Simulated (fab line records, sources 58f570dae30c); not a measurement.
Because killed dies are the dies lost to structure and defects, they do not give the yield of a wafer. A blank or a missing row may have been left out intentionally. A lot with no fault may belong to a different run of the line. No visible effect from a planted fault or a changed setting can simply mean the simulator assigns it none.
Which tool is to blame? || flow berkeleyCmos170 || 45 wafers from 15 lots sampled at 3 of the route's 331 steps

WHAT EACH GAUGE READ, for each wafer
UCB170_V2_THK_MEAS_01. Usual: V2_TEOS_THK gives 1996 nm (standard deviation 25).
{"lot": "L388", "measured": "day 7 04:58", "on": "filmMetro-02", "V2_TEOS_THK (nm)": "1956 1962 1982", "flag": ""}
{"lot": "L389", "measured": "day 7 08:08", "on": "filmMetro-02", "V2_TEOS_THK (nm)": "1963 1993 2020", "flag": ""}
{"lot": "L391", "measured": "day 8 00:47", "on": "filmMetro-01", "V2_TEOS_THK (nm)": "1991 1991 2030", "flag": ""}
{"lot": "L390", "measured": "day 8 00:06", "on": "filmMetro-04", "V2_TEOS_THK (nm)": "1964 2004 1974", "flag": ""}
{"lot": "L392", "measured": "day 8 00:16", "on": "filmMetro-01", "V2_TEOS_THK (nm)": "1968 2011 2012", "flag": ""}
{"lot": "L398", "measured": "day 9 07:29", "on": "filmMetro-01", "V2_TEOS_THK (nm)": "2039 2049 2031", "flag": ""}
{"lot": "L399", "measured": "day 9 20:08", "on": "filmMetro-02", "V2_TEOS_THK (nm)": "2866 2850 2896", "flag": "OFF"}
{"lot": "L402", "measured": "day 10 06:43", "on": "filmMetro-02", "V2_TEOS_THK (nm)": "2860 2886 2908", "flag": "OFF"}
{"lot": "L403", "measured": "day 10 18:02", "on": "filmMetro-01", "V2_TEOS_THK (nm)": "2852 2854 2834", "flag": "OFF"}
{"lot": "L406", "measured": "day 11 10:39", "on": "filmMetro-04", "V2_TEOS_THK (nm)": "1986 1986 2018", "flag": ""}
{"lot": "L407", "measured": "day 11 05:52", "on": "filmMetro-01", "V2_TEOS_THK (nm)": "1973 2017 2026", "flag": ""}
{"lot": "L409", "measured": "day 11 14:59", "on": "filmMetro-01", "V2_TEOS_THK (nm)": "1983 2020 2031", "flag": ""}
{"lot": "L408", "measured": "day 11 13:57", "on": "filmMetro-02", "V2_TEOS_THK (nm)": "2001 1973 1994", "flag": ""}
{"lot": "L410", "measured": "day 12 02:05", "on": "filmMetro-02", "V2_TEOS_THK (nm)": "1975 1999 2045", "flag": ""}
{"lot": "L411", "measured": "day 12 17:14", "on": "filmMetro-02", "V2_TEOS_THK (nm)": "1989 1960 2008", "flag": ""}

EACH LOT AND THE TOOL THAT RAN IT (in order: tool; ch and the chambers of the sampled wafers; start)
{"lot": "L388", "UCB170_PFIELD_STRIP_08": "plasmaAsher-04 ch 0,1, day 3 23:11", "UCB170_V2_CVD_00": "pecvd-04 ch 0,1, day 7 04:49"}
{"lot": "L389", "UCB170_PFIELD_STRIP_08": "plasmaAsher-04 ch 0,1, day 4 08:08", "UCB170_V2_CVD_00": "pecvd-02 ch 0,1, day 7 07:59"}
{"lot": "L391", "UCB170_PFIELD_STRIP_08": "plasmaAsher-04 ch 0,1, day 4 21:53", "UCB170_V2_CVD_00": "pecvd-03 ch 1,2, day 8 00:33"}
{"lot": "L390", "UCB170_PFIELD_STRIP_08": "plasmaAsher-01 ch 0,1, day 4 22:08", "UCB170_V2_CVD_00": "pecvd-04 ch 0,1,2, day 7 23:57"}
{"lot": "L392", "UCB170_PFIELD_STRIP_08": "plasmaAsher-04 ch 0,1, day 4 22:36", "UCB170_V2_CVD_00": "pecvd-02 ch 0,1,2, day 8 00:07"}
{"lot": "L398", "UCB170_PFIELD_STRIP_08": "plasmaAsher-03 ch 0,1, day 6 03:12", "UCB170_V2_CVD_00": "pecvd-02 ch 0,1,2, day 9 07:22"}
{"lot": "L399", "UCB170_PFIELD_STRIP_08": "plasmaAsher-01 ch 0,1, day 6 11:23", "UCB170_V2_CVD_00": "pecvd-02 ch 1,2, day 9 19:56"}
{"lot": "L402", "UCB170_PFIELD_STRIP_08": "plasmaAsher-04 ch 0,1, day 6 20:32", "UCB170_V2_CVD_00": "pecvd-02 ch 0,1, day 10 06:32"}
{"lot": "L403", "UCB170_PFIELD_STRIP_08": "plasmaAsher-04 ch 0,1, day 7 08:45", "UCB170_V2_CVD_00": "pecvd-02 ch 0,1,2, day 10 17:53"}
{"lot": "L406", "UCB170_PFIELD_STRIP_08": "plasmaAsher-01 ch 0, day 8 01:04", "UCB170_V2_CVD_00": "pecvd-03 ch 1,2, day 11 10:29"}
{"lot": "L407", "UCB170_PFIELD_STRIP_08": "plasmaAsher-04 ch 0,1, day 8 01:21", "UCB170_V2_CVD_00": "pecvd-03 ch 0,1, day 11 05:41"}
{"lot": "L409", "UCB170_PFIELD_STRIP_08": "plasmaAsher-04 ch 0,1, day 8 12:16", "UCB170_V2_CVD_00": "pecvd-03 ch 0,1,2, day 11 14:49"}
{"lot": "L408", "UCB170_PFIELD_STRIP_08": "plasmaAsher-03 ch 0,1, day 8 12:35", "UCB170_V2_CVD_00": "pecvd-03 ch 0,2, day 11 13:47"}
{"lot": "L410", "UCB170_PFIELD_STRIP_08": "plasmaAsher-03 ch 0,1, day 8 21:43", "UCB170_V2_CVD_00": "pecvd-04 ch 0,1,2, day 12 01:56"}
{"lot": "L411", "UCB170_PFIELD_STRIP_08": "plasmaAsher-01 ch 0,1, day 9 09:25", "UCB170_V2_CVD_00": "pecvd-04 ch 1,2, day 12 17:05"}
- UCB170_PFIELD_STRIP_08: strips in O2.
- UCB170_V2_CVD_00: deposits SiO2 from TEOS/O2, target thk 2000 nm, time 250 s.

WHAT THE TOOLS THEMSELVES READ (means of the sampled wafers that have a number; where no wafer has one, the mark that the record gives instead)
UCB170_PFIELD_STRIP_08. Usual: drypumpMotorCurrentA 5.5 A, standard deviation 0.55; oesProductAu 0.734 a.u., standard deviation 0.0041; stripTimeToEndpointS 21.63 s, standard deviation 0.063.
{"lot": "L388", "tool": "plasmaAsher-04", "drypumpMotorCurrentA (A)": 5.1, "oesProductAu (a.u.)": 0.735, "stripTimeToEndpointS (s)": 21.59, "flag": ""}
{"lot": "L389", "tool": "plasmaAsher-04", "drypumpMotorCurrentA (A)": 5.2, "oesProductAu (a.u.)": 0.734, "stripTimeToEndpointS (s)": 21.64, "flag": ""}
{"lot": "L391", "tool": "plasmaAsher-04", "drypumpMotorCurrentA (A)": 5.2, "oesProductAu (a.u.)": 0.733, "stripTimeToEndpointS (s)": 21.63, "flag": ""}
{"lot": "L390", "tool": "plasmaAsher-01", "drypumpMotorCurrentA (A)": 6.1, "oesProductAu (a.u.)": 0.735, "stripTimeToEndpointS (s)": 21.55, "flag": ""}
{"lot": "L392", "tool": "plasmaAsher-04", "drypumpMotorCurrentA (A)": 5.2, "oesProductAu (a.u.)": 0.732, "stripTimeToEndpointS (s)": 21.59, "flag": ""}
{"lot": "L398", "tool": "plasmaAsher-03", "drypumpMotorCurrentA (A)": 5.6, "oesProductAu (a.u.)": 0.735, "stripTimeToEndpointS (s)": 21.68, "flag": ""}
{"lot": "L399", "tool": "plasmaAsher-01", "drypumpMotorCurrentA (A)": 5.7, "oesProductAu (a.u.)": 0.734, "stripTimeToEndpointS (s)": 21.72, "flag": ""}
{"lot": "L402", "tool": "plasmaAsher-04", "drypumpMotorCurrentA (A)": 5.2, "oesProductAu (a.u.)": 0.734, "stripTimeToEndpointS (s)": 21.63, "flag": ""}
{"lot": "L403", "tool": "plasmaAsher-04", "drypumpMotorCurrentA (A)": 5.1, "oesProductAu (a.u.)": 0.734, "stripTimeToEndpointS (s)": 21.67, "flag": ""}
{"lot": "L406", "tool": "plasmaAsher-01", "drypumpMotorCurrentA (A)": 5.2, "oesProductAu (a.u.)": 0.733, "stripTimeToEndpointS (s)": 21.65, "flag": ""}
{"lot": "L407", "tool": "plasmaAsher-04", "drypumpMotorCurrentA (A)": 5.1, "oesProductAu (a.u.)": 0.739, "stripTimeToEndpointS (s)": 21.51, "flag": ""}
{"lot": "L409", "tool": "plasmaAsher-04", "drypumpMotorCurrentA (A)": 5.1, "oesProductAu (a.u.)": 0.737, "stripTimeToEndpointS (s)": 21.64, "flag": ""}
{"lot": "L408", "tool": "plasmaAsher-03", "drypumpMotorCurrentA (A)": 5.6, "oesProductAu (a.u.)": 0.734, "stripTimeToEndpointS (s)": 21.56, "flag": ""}
{"lot": "L410", "tool": "plasmaAsher-03", "drypumpMotorCurrentA (A)": 5.6, "oesProductAu (a.u.)": 0.733, "stripTimeToEndpointS (s)": 21.62, "flag": ""}
{"lot": "L411", "tool": "plasmaAsher-01", "drypumpMotorCurrentA (A)": 5.7, "oesProductAu (a.u.)": 0.732, "stripTimeToEndpointS (s)": 21.74, "flag": ""}

UCB170_V2_CVD_00. Usual: heaterPowerW 243 W, standard deviation 45.
{"lot": "L388", "tool": "pecvd-04", "heaterPowerW (W)": 288, "flag": ""}
{"lot": "L389", "tool": "pecvd-02", "heaterPowerW (W)": 272, "flag": ""}
{"lot": "L391", "tool": "pecvd-03", "heaterPowerW (W)": 235, "flag": ""}
{"lot": "L390", "tool": "pecvd-04", "heaterPowerW (W)": 257, "flag": ""}
{"lot": "L392", "tool": "pecvd-02", "heaterPowerW (W)": 227, "flag": ""}
{"lot": "L398", "tool": "pecvd-02", "heaterPowerW (W)": 210, "flag": ""}
{"lot": "L399", "tool": "pecvd-02", "heaterPowerW (W)": 270, "flag": ""}
{"lot": "L402", "tool": "pecvd-02", "heaterPowerW (W)": 278, "flag": ""}
{"lot": "L403", "tool": "pecvd-02", "heaterPowerW (W)": 261, "flag": ""}
{"lot": "L406", "tool": "pecvd-03", "heaterPowerW (W)": 232, "flag": ""}
{"lot": "L407", "tool": "pecvd-03", "heaterPowerW (W)": 214, "flag": ""}
{"lot": "L409", "tool": "pecvd-03", "heaterPowerW (W)": 257, "flag": ""}
{"lot": "L408", "tool": "pecvd-03", "heaterPowerW (W)": 246, "flag": ""}
{"lot": "L410", "tool": "pecvd-04", "heaterPowerW (W)": 256, "flag": ""}
{"lot": "L411", "tool": "pecvd-04", "heaterPowerW (W)": 200, "flag": ""}

THE ANSWER, worked out from the rows above alone
Rule: lot off if the mean of its wafers having a number is beyond 3 standard deviations from the usual mean. A lot without any number at a reading at which 4 lots or more have one is off too. Any other lot the step has rows for is counted as sound. The gauges are gone through in route order, then the tools' own readings, and for those a lot's mean is taken as printed above. The first step at which some lot is off is used, and at that step the reading that is off furthest; a lot without a number counts as furthest.
Off: L399, L402, L403, seen at UCB170_V2_THK_MEAS_01 (V2_TEOS_THK).
If a tool, at a process step before that reading, ran all the lots that are off and no sound lot after the first of them, it fits. Gauges at UCB170_V2_THK_MEAS_01: tried the same way as those tools. One candidate fits, namely pecvd-02 at UCB170_V2_CVD_00. Its last sound lot is L398 (day 9 07:22), its first lot that is off L399 (day 9 19:56): a fault that began between those two fits.

WHAT THE SIMULATOR HAD INSERTED
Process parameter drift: pecvd-02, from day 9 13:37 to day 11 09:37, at UCB170_V2_CVD_00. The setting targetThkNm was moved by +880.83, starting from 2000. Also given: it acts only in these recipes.
Lots struck among those shown: L399, L402, L403. The rule given above showed the same thing.
